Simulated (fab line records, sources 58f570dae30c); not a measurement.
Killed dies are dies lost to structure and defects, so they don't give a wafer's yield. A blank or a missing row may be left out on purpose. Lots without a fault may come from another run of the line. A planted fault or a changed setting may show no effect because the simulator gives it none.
fab line records | flow berkeley_cmos170
record lots=6 wafers=18 last_day=12
route steps=331 shown ZERO@8 NWELL@14
lots that met no fault: from a run of the same line without faults
start_h: hours from the record's first day to the start of the lot's first wafer shown | wait_h: hours since the lot's step before | " the same as in the row above | L1.1+2: a row that stands for several wafers | - no value, or no start given | * or withheld: withheld | < > ~ a bound
route shown NAME@n: a module of which the file shows steps, and the number in the route of the first | usual: mean/standard deviation of fault-free wafers | same: alike in all rows | chamber/n: place in a boat | sites: the reading at each site | _std_site: their standard deviation | _edge_site: outer sites' mean less inner sites' | radius_mm: how far each site lies from the wafer's centre | mask NAME#n: copy n | behind: the tool/chamber that last shaped the wafer | hold: why the lot was held/for how many hours/how that ended | device: the transistor (n, p or np) that didn't switch | end of line: the same wafers' tests at the end of the route | a step without rows: its recipe alone | killed: dies lost to structure and defects at the first sort, not the wafer's yield | map: a wafer's dies, x killed, . not, _ none there
set.NAME: the setting as run; set.NAME@STEP: as run at that earlier step | model.NAME: the simulator's own value behind a step, which no gauge read
lots at some steps of the route; a table a step, a row a wafer
services: from which hour (start_h, from the record's first day; less than 0 if before it) a tool's chamber was out of use, for how many hours, and why
## steps
# step UCB170_ZERO_SOFTBAKE_02
# recipe resist=KrF temp_c=130 time_s=60
# step UCB170_ZERO_EXPOSE_03
# recipe mask_id=PM_MARKS na=0.5 sigma_outer=0.6 source_shape=conventional target_cd_nm=4000 dose_mj=30
# step UCB170_ZERO_PEB_04
# recipe peb_temp_c=130 peb_time_s=withheld resist=KrF
# step UCB170_ZERO_DEVELOP_05
# recipe developer=TMAH develop_time_s=45 resist=KrF dev_temp_c=21
# step UCB170_ZERO_ETCH_06
# recipe chemistry=CHF3/CF4/Ar target=SiO2 time_s=12 pressure_mtorr=100 rf_w=500 CHF3_flow_sccm=50 cf4_flow_sccm=10 Ar_flow_sccm=120 over_etch_frac=1.58
# usual drypump_motor_current_A=5.9/0.42 oes_product_au=0.619/0.0091 throttle_valve_pct=9.24/0.11
# columns lot.wafer tool chamber start_h wait_h drypump_motor_current_A oes_product_au rf_hours_counter_h throttle_valve_pct
L924.3 rie_diel-04 1 24.27 - 6.0 0.615 44 9.18
L924.4 " 0 " " 5.7 0.620 6 9.19
L924.6 " 2 " " 6.4 0.616 - 9.22
L926.1 rie_diel-03 0 35.42 - 5.7 0.625 46 9.19
L926.2 " 1 " " 5.7 0.630 102 9.33
L926.6 " 2 " " 5.6 0.611 - 9.31
L938.1 rie_diel-04 3 98.59 - 5.6 0.627 10 9.59
L938.3 " 0 " " 5.7 0.611 8 9.18
L938.6 " 2 " " 6.4 0.619 - 9.21
L940.1 rie_diel-03 2 103.83 - 5.6 0.605 131 9.34
L940.2 " 0 " " 5.8 0.626 49 9.20
L940.5 " 1 " " 5.7 0.633 - 9.34
L939.1 rie_diel-01 0 104.28 - 6.7 0.618 151 9.22
L939.5 " 1 " " 6.3 0.619 - 9.07
L939.6 " 0 " " 6.7 0.616 - 9.20
L942.2 rie_diel-01 0 121.72 - 6.7 0.618 152 9.22
L942.4 " 3 " " 5.4 0.627 27 9.21
L942.5 " 3 " " 5.4 0.633 - 9.21
# step UCB170_ZERO_STRIP_07
# recipe chemistry=O2 power_w=400 pressure_mtorr=3500 platen_temp_c=withheld o2_flow_sccm=400 overash_fraction=0.5
# usual drypump_motor_current_A=5.60/0.25 oes_product_au=0.727/0.0044 strip_time_to_endpoint_s=21.48/0.063
# columns lot.wafer tool chamber start_h wait_h drypump_motor_current_A oes_product_au rf_hours_counter_h strip_time_to_endpoint_s
L924.3 plasma_asher-04 0 24.33 0.0 5.20 0.729 - 21.55
L924.4 " 1 " " 5.86 0.728 - 21.57
L924.6 " 0 " " 5.21 0.728 - 21.63
L926.1 plasma_asher-04 0 35.45 0.0 5.21 0.727 31 21.46
L926.2 " 1 " " 5.85 0.721 31 21.50
L926.6 " 0 " " 5.21 0.725 - 21.46
L938.1 plasma_asher-02 1 98.61 0.0 5.22 0.729 28 21.53
L938.3 " 1 " " 5.22 0.727 - 21.43
L938.6 " 0 " " 5.60 0.730 - 21.43
L940.1 plasma_asher-03 1 103.85 0.0 5.84 0.724 37 21.43
L940.2 " 0 " " 5.72 0.732 37 21.38
L940.5 " 0 " " 5.68 0.735 - 21.41
L939.1 plasma_asher-03 0 104.30 0.0 5.69 0.731 37 21.44
L939.5 " 1 " " 5.78 0.729 - 21.51
L939.6 " 0 " " 5.69 0.726 - 21.55
L942.2 plasma_asher-03 1 121.74 0.0 5.80 0.720 1 21.43
L942.4 " 1 " " 5.81 0.728 - 21.46
L942.5 " 1 " " 5.76 0.730 - 21.50
# step UCB170_NWELL_WET_ETCH_00
# recipe chemistry=dHF dilution=25:1 target=SiO2 temp_c=25 time_s=200
# step UCB170_NWELL_OXIDATION_01
# recipe temp_c=1000 ambient=O2 target_thk_a=264 ox_time_s=1260
# step UCB170_NWELL_THK_MEAS_02
# recipe reads=SiO2_of_NWELL_OXIDATION_01
# usual NWELL_OXIDE_THK=26.5/0.5
# columns lot.wafer tool chamber start_h wait_h NWELL_OXIDE_THK[nm]
L924.3 film_metro-01 - 29.44 0.0 26.4
L924.4 " - " " 26.4
L924.6 " - " " 26.3
L926.1 film_metro-03 - 38.78 0.0 27.0
L926.2 " - " " 26.9
L926.6 " - " " 26.6
L938.1 film_metro-01 - 104.05 0.0 26.4
L938.3 " - " " 26.8
L938.6 " - " " 26.4
L939.1 film_metro-01 - 109.01 0.0 26.0
L939.5 " - " " 26.3
L939.6 " - " " 26.2
L940.1 film_metro-04 - 109.01 0.0 26.7
L940.2 " - " " 26.7
L940.5 " - " " 26.5
L942.2 film_metro-04 - 129.00 0.0 26.1
L942.4 " - " " 25.3
L942.5 " - " " 25.7
# step UCB170_NWELL_ANNEAL_03
# recipe temp_c=1000 time_s=900 ambient=N2
# step UCB170_NWELL_CVD_04
# recipe material=Si3N4 target_thk_nm=224 temp_c=800 precursor=SiH2Cl2/NH3 time_s=3360 pressure_mtorr=200 sih2cl2_flow_sccm=25 nh3_flow_sccm=75
# step UCB170_NWELL_THK_MEAS_05
# recipe reads=Si3N4_of_NWELL_CVD_04
# usual NWELL_NITRIDE_THK=223.3/2.6
# columns lot.wafer tool chamber start_h wait_h NWELL_NITRIDE_THK[nm]
L924.3 film_metro-04 - 36.08 0.0 223.4
L924.4 " - " " 222.9
L924.6 " - " " 224.3
L926.1 film_metro-03 - 45.82 0.0 222.5
L926.2 " - " " 222.9
L926.6 " - " " 222.4
L938.1 film_metro-04 - 111.81 0.0 221.7
L938.3 " - " " 219.2
L938.6 " - " " 220.7
L939.1 film_metro-01 - 117.72 0.0 223.7
L939.5 " - " " 224.9
L939.6 " - " " 225.5
L940.1 film_metro-03 - 117.72 0.0 221.5
L940.2 " - " " 223.0
L940.5 " - " " 222.4
L942.2 film_metro-03 - 135.61 0.0 221.0
L942.4 " - " " 221.2
L942.5 " - " " 220.6
# step UCB170_NWELL_HMDS_06
# recipe prime_time_s=60 prime_temp_c=100
# usual prime_temp_c=100.00/0.12
# columns lot.wafer tool chamber start_h wait_h prime_temp_c
L924.3 litho_track-01 0 36.17 0.1 99.88
L924.4 " 0 " " 99.89
L924.6 " 0 " " 99.95
L926.1 litho_track-04 0 46.25 0.4 100.17
L926.2 " 0 " " 99.84
L926.6 " 0 " " 100.05
L938.1 litho_track-04 0 112.25 0.4 102.02
L938.3 " 0 " " 101.97
L938.6 " 0 " " 102.00
L940.1 litho_track-02 0 117.78 0.1 100.20
L940.2 " 0 " " 99.87
L940.5 " 0 " " 99.88
L939.1 litho_track-04 0 118.03 0.3 101.84
L939.5 " 0 " " 101.79
L939.6 " 0 " " 101.96
L942.2 litho_track-01 0 135.68 0.1 100.06
L942.4 " 0 " " 100.00
L942.5 " 0 " " 100.12
# step UCB170_NWELL_COAT_07
# recipe resist=KrF spin_rpm=1500 resist_thk_nm=900
## services
# columns tool chamber start_h hours kind
plasma_asher-02 - 6.06 9.8 repair
rie_diel-03 3 7.49 1.4 repair
rie_diel-04 2 41.42 4.2 repair
rie_diel-03 2 48.80 6.8 repair
plasma_asher-02 - 62.81 13.2 repair
plasma_asher-04 - 63.51 5.4 repair
rie_diel-01 2 64.88 9.0 repair
rie_diel-01 3 70.06 10.1 repair
plasma_asher-03 - 77.60 2.9 repair
plasma_asher-04 - 85.67 1.7 repair
plasma_asher-03 - 101.20 0.9 repair
rie_diel-01 2 107.55 6.5 repair
plasma_asher-03 - 108.75 9.0 pm
plasma_asher-03 0 108.75 9.0 vent_cycle
plasma_asher-03 1 108.75 9.0 vent_cycle
rie_diel-03 - 114.52 2.8 pm
plasma_asher-03 0 117.75 - clean
plasma_asher-03 1 117.75 - clean
plasma_asher-02 - 120.10 2.2 repair
plasma_asher-04 - 128.12 1.3 repair
## key
first_sign step=UCB170_NWELL_HMDS_06 reading=prime_temp_c direction=up sigmas=15 usual=* struck=*
effect none on later readings
met_at UCB170_NWELL_HMDS_06
struck_wafers L938.1,L938.3,L938.6,L939.1,L939.5,L939.6
sort_left_out L938.1,L938.3,L938.6
tester_left_out L938,L939
onset_between 46.25 112.25
fault kind=process_parameter_drift tool=litho_track-04 chamber=- onset_h=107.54 steps=UCB170_NWELL_HMDS_06 channel=prime_temp_c offset=* shape=step end_h=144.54 acts_in=* stated=*
# tester_left_out: of these lots the tester's yield and bins aren't shown, on N5 and GAA mostly nor the transistor test; their killed dies are dies lost to structure and defects alone, not to doping, threshold or leakage, so they don't give the yield
# sort_left_out: the simulated sort isn't trusted on such a fault, so these wafers' sort isn't shown, and their yield isn't known
